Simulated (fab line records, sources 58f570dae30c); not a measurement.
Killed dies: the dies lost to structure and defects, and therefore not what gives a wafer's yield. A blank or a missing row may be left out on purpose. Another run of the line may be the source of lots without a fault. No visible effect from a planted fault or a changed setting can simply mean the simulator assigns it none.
fab line records	flow berkeley-cmos170	part 2 of 2: steps 33 to 43 of 43
[record] lots = 5	wafers = 15	last-day = 10
route steps=331 shown NLDD@166 SPACER@171 PSD@175 NSD@187 BACKSIDE@199 SDANNEAL@204 PLDD@208
lots that met no fault: taken from a fault-free run of the same line
start-h: hours from the record's opening day to when the first of the lot's shown wafers began	wait-h: hours from the lot's prior step to this one	" same as the row above	L1.1+2: one row covering several wafers at once	- value missing, or start not given	* or withheld: withheld	< > ~ a bound
route shown NAME@n: NAME is a module with steps in the file, n the number in the route of the first one	usual: mean/standard deviation taken from wafers without a fault	same: alike in all rows	chamber/n: place in a boat	sites: the reading at each site	_std_site: standard deviation of those values	_edge_site: the outer-site mean with the inner-site mean subtracted	radius-mm: for every site, how far away it sits from the centre of the wafer	mask NAME#n: copy n	behind: the last tool/chamber to shape the wafer	hold: why the lot went on hold/how many hours it stayed there/how the hold came to an end	device: which transistor (n, p or np) failed to switch	end of line: the same wafers' tests at the end of the route	a step given without rows: its recipe and nothing more	killed: dies lost to structure and defects at the first sort, not the wafer's yield	map: per-die view of a wafer (x killed, . not killed, _ where there is no die)
set.NAME: the setting as run; set.NAME@STEP: as run at that earlier step	model.NAME: the simulator's own value behind a step, which no gauge read
lots seen at some steps along the route; tables by step, rows by wafer
services: the hour from which a tool's chamber was out of use, counted from the record's first day as start-h (under 0 if before that day), plus the number of hours and why
[[steps]]
[step UCB170_NSD_CLEAN_11]
[recipe] chemistry = SPM	temp-c = 120	time-s = 600
lot.wafer	tool	chamber	start-h	wait-h
L078.2+4+5	wet-bench-03	1	179.40	0.0
L080.1+2+4	wet-bench-04	0	183.04	0.1
L079.1+3+6	wet-bench-04	3	183.39	0.2
L087.1+3+6	wet-bench-02	1	217.26	0.1
L086.2+5+6	wet-bench-03	1	217.55	0.0
[step UCB170_BACKSIDE_HMDS_00]
[recipe] prime-time-s = 60	prime-temp-c = 100
lot.wafer	tool	chamber	start-h	wait-h
L078.2+4+5	litho-track-02	0	180.24	0.6
L080.1+2+4	litho-track-01	0	183.21	0.0
L079.1+3+6	litho-track-01	0	183.66	0.1
L087.1+3+6	litho-track-02	0	217.52	0.1
L086.2+5+6	litho-track-01	0	217.76	0.0
[step UCB170_BACKSIDE_COAT_01]
[recipe] resist = KrF	spin-rpm = 1500	resist-thk-nm = 900
lot.wafer	tool	chamber	start-h	wait-h
L078.2+4+5	litho-track-02	0	180.39	0.1
L080.1+2+4	litho-track-01	0	183.36	0.1
L079.1+3+6	litho-track-01	0	183.81	0.1
L087.1+3+6	litho-track-02	0	217.67	0.1
L086.2+5+6	litho-track-01	0	217.91	0.1
[step UCB170_BACKSIDE_SOFTBAKE_02]
[recipe] resist = KrF	temp-c = 130	time-s = 60
lot.wafer	tool	chamber	start-h	wait-h
L078.2+4+5	litho-track-02	0	180.54	0.1
L080.1+2+4	litho-track-01	0	183.51	0.1
L079.1+3+6	litho-track-01	0	183.96	0.1
L087.1+3+6	litho-track-02	0	217.82	0.1
L086.2+5+6	litho-track-01	0	218.06	0.1
[step UCB170_BACKSIDE_STRIP_03]
[recipe] chemistry = O2	power-w = 400	pressure-mtorr = 3500	platen-temp-c = withheld	o2-flow-sccm = 400	overash-fraction = 0.5
[usual] drypump-motor-current-A = 5.6/0.41	oes-product-au = 0.735/0.0046	strip-time-to-endpoint-s = 21.97/0.064
lot.wafer	tool	chamber	start-h	wait-h	drypump-motor-current-A	oes-product-au	rf-hours-counter-h	strip-time-to-endpoint-s
L078.2	plasma-asher-02	0	180.67	0.1	5.3	0.730	40	21.91
L078.4	"	0	"	"	5.3	0.735	-	21.93
L078.5	"	1	"	"	6.1	0.733	-	21.93
L080.1	plasma-asher-04	0	183.66	0.1	6.0	0.720	41	22.02
L080.2	"	1	"	"	6.1	0.735	41	22.04
L080.4	"	1	"	"	6.1	0.740	-	22.02
L079.1	plasma-asher-04	1	184.11	0.1	6.1	0.724	42	21.99
L079.3	"	1	"	"	6.1	0.732	-	22.00
L079.6	"	0	"	"	6.0	0.733	-	21.95
L087.1	plasma-asher-04	0	217.97	0.1	6.0	0.734	46	21.96
L087.3	"	1	"	"	6.1	0.742	-	21.93
L087.6	"	0	"	"	6.0	0.730	-	21.92
L086.2	plasma-asher-01	0	218.18	0.1	5.7	0.734	13	22.03
L086.5	"	1	"	"	5.1	0.737	-	22.05
L086.6	"	0	"	"	5.7	0.731	-	22.05
[step UCB170_BACKSIDE_CLEAN_04]
[recipe] chemistry = SPM	temp-c = 120	time-s = 600
lot.wafer	tool	chamber	start-h	wait-h
L078.2+4+5	wet-bench-04	0	180.77	0.1
L080.1+2+4	wet-bench-04	0	183.76	0.1
L079.1+3+6	wet-bench-04	0	184.26	0.1
L087.1+3+6	wet-bench-03	0	218.08	0.1
L086.2+5+6	wet-bench-04	3	218.28	0.1
[step UCB170_SDANNEAL_RTA_00]
[recipe] temp-c = 900	time-s = 10	ambient = N2
[usual] lamp-power-pct = 25.0/2.4	wafer_temp_C_max = 903.4/0.75
lot.wafer	tool	chamber	start-h	wait-h	lamp-power-pct	wafer_temp_C_max
L078.2	rtp-anneal-01	0	180.95	0.0	27.3	903.1
L078.4	"	0	"	"	27.3	904.6
L078.5	"	0	"	"	27.3	903.1
L080.1	rtp-anneal-02	0	183.94	0.0	22.4	903.1
L080.2	"	0	"	"	22.4	903.4
L080.4	"	0	"	"	22.4	903.7
L079.1	rtp-anneal-02	0	184.44	0.0	22.4	902.9
L079.3	"	0	"	"	22.4	903.1
L079.6	"	0	"	"	22.4	903.1
L087.1	rtp-anneal-02	0	218.25	0.0	22.4	903.1
L087.3	"	0	"	"	22.4	902.2
L087.6	"	0	"	"	22.4	902.1
L086.2	rtp-anneal-01	0	218.47	0.0	27.3	904.4
L086.5	"	0	"	"	27.3	903.7
L086.6	"	0	"	"	27.3	904.5
[step UCB170_SDANNEAL_RTA_01]
[recipe] temp-c = 1050	time-s = 5	ambient = N2
[usual] lamp-power-pct = 39/3.7	wafer_temp_C_max = 1054.1/0.89
lot.wafer	tool	chamber	start-h	wait-h	lamp-power-pct	wafer_temp_C_max
L078.2	rtp-anneal-01	0	181.02	0.1	42	1055.3
L078.4	"	0	"	"	42	1055.2
L078.5	"	0	"	"	42	1053.6
L080.1	rtp-anneal-02	0	184.00	0.1	35	1052.3
L080.2	"	0	"	"	35	1052.5
L080.4	"	0	"	"	35	1052.3
L079.1	rtp-anneal-02	0	184.50	0.1	35	1052.9
L079.3	"	0	"	"	35	1054.0
L079.6	"	0	"	"	35	1053.7
L087.1	rtp-anneal-02	0	218.32	0.1	35	1054.1
L087.3	"	0	"	"	35	1053.0
L087.6	"	0	"	"	35	1053.8
L086.2	rtp-anneal-01	0	218.53	0.1	42	1054.9
L086.5	"	0	"	"	42	1054.6
L086.6	"	0	"	"	42	1055.1
[step UCB170_SDANNEAL_RS_MEAS_02]
[recipe] thk-meas-gauge = four-point-probe
[usual] PSD_RS = 75.51/0.3
lot.wafer	tool	chamber	start-h	wait-h	PSD_RS[ohm/sq]
L078.2	film-metro-02	-	181.09	0.1	75.81
L078.4	"	-	"	"	75.72
L078.5	"	-	"	"	75.68
L080.1	film-metro-02	-	184.06	0.0	75.57
L080.2	"	-	"	"	75.79
L080.4	"	-	"	"	75.91
L079.1	film-metro-01	-	184.56	0.0	75.47
L079.3	"	-	"	"	74.80
L079.6	"	-	"	"	74.72
L087.1	film-metro-01	-	218.38	0.0	75.02
L087.3	"	-	"	"	74.89
L087.6	"	-	"	"	74.88
L086.2	film-metro-02	-	218.60	0.1	75.74
L086.5	"	-	"	"	75.81
L086.6	"	-	"	"	75.82
[step UCB170_SDANNEAL_RS_MEAS_03]
[recipe] thk-meas-gauge = four-point-probe
[usual] NSD_RS = 37.12/0.089
lot.wafer	tool	chamber	start-h	wait-h	NSD_RS[ohm/sq]
L078.2	film-metro-02	-	181.21	0.1	37.18
L078.4	"	-	"	"	37.13
L078.5	"	-	"	"	37.08
L080.1	film-metro-02	-	184.18	0.1	37.18
L080.2	"	-	"	"	37.19
L080.4	"	-	"	"	37.26
L079.1	film-metro-01	-	184.68	0.1	36.90
L079.3	"	-	"	"	36.90
L079.6	"	-	"	"	37.03
L087.1	film-metro-01	-	218.50	0.1	37.22
L087.3	"	-	"	"	37.26
L087.6	"	-	"	"	37.14
L086.2	film-metro-02	-	218.72	0.1	37.17
L086.5	"	-	"	"	37.25
L086.6	"	-	"	"	37.19
[step UCB170_SDANNEAL_RS_MEAS_04]
[recipe] thk-meas-gauge = four-point-probe
[usual] PLDD_RS = 1031.0/2.5
lot.wafer	tool	chamber	start-h	wait-h	PLDD_RS[ohm/sq]
L078.2	film-metro-02	-	181.33	0.1	1035.3
L078.4	"	-	"	"	1033.2
L078.5	"	-	"	"	1031.1
L080.1	film-metro-02	-	184.30	0.1	1029.7
L080.2	"	-	"	"	1034.6
L080.4	"	-	"	"	1032.4
L079.1	film-metro-01	-	184.80	0.1	1031.8
L079.3	"	-	"	"	1031.6
L079.6	"	-	"	"	1030.1
L087.1	film-metro-01	-	218.62	0.1	1029.8
L087.3	"	-	"	"	1029.8
L087.6	"	-	"	"	1031.7
L086.2	film-metro-02	-	218.84	0.1	1030.5
L086.5	"	-	"	"	1032.7
L086.6	"	-	"	"	1031.0
[[services]]
tool	chamber	start-h	hours	kind
rie-diel-02	0	147.48	-	clean
rie-diel-02	0	147.48	36.2	scheduled-down
rie-diel-02	0	147.48	36.2	vent-cycle
implanter-02	-	147.63	2.0	repair
rie-diel-04	2	148.68	-	clean
rie-diel-04	2	148.68	15.4	scheduled-down
rie-diel-04	2	148.68	15.4	vent-cycle
pecvd-04	-	148.95	0.5	repair
krf-scanner-02	-	153.91	13.2	repair
implanter-02	-	154.08	4.1	pm
plasma-asher-04	-	159.68	0.6	repair
krf-scanner-01	-	167.17	3.6	pm
wet-bench-03	-	167.79	1.6	repair
krf-scanner-02	-	170.75	1.3	pm
krf-scanner-01	-	172.05	1.0	pm
krf-scanner-01	-	173.05	1.3	pm
rie-diel-04	1	174.74	4.4	repair
furnace-01	-	175.63	11.7	pm
implanter-02	-	181.56	18.5	repair
implanter-01	-	195.63	2.7	pm
furnace-02	-	209.62	3.2	pm
pecvd-02	2	211.23	6.3	repair
plasma-asher-02	-	216.29	3.6	repair
implanter-03	-	217.38	5.6	pm
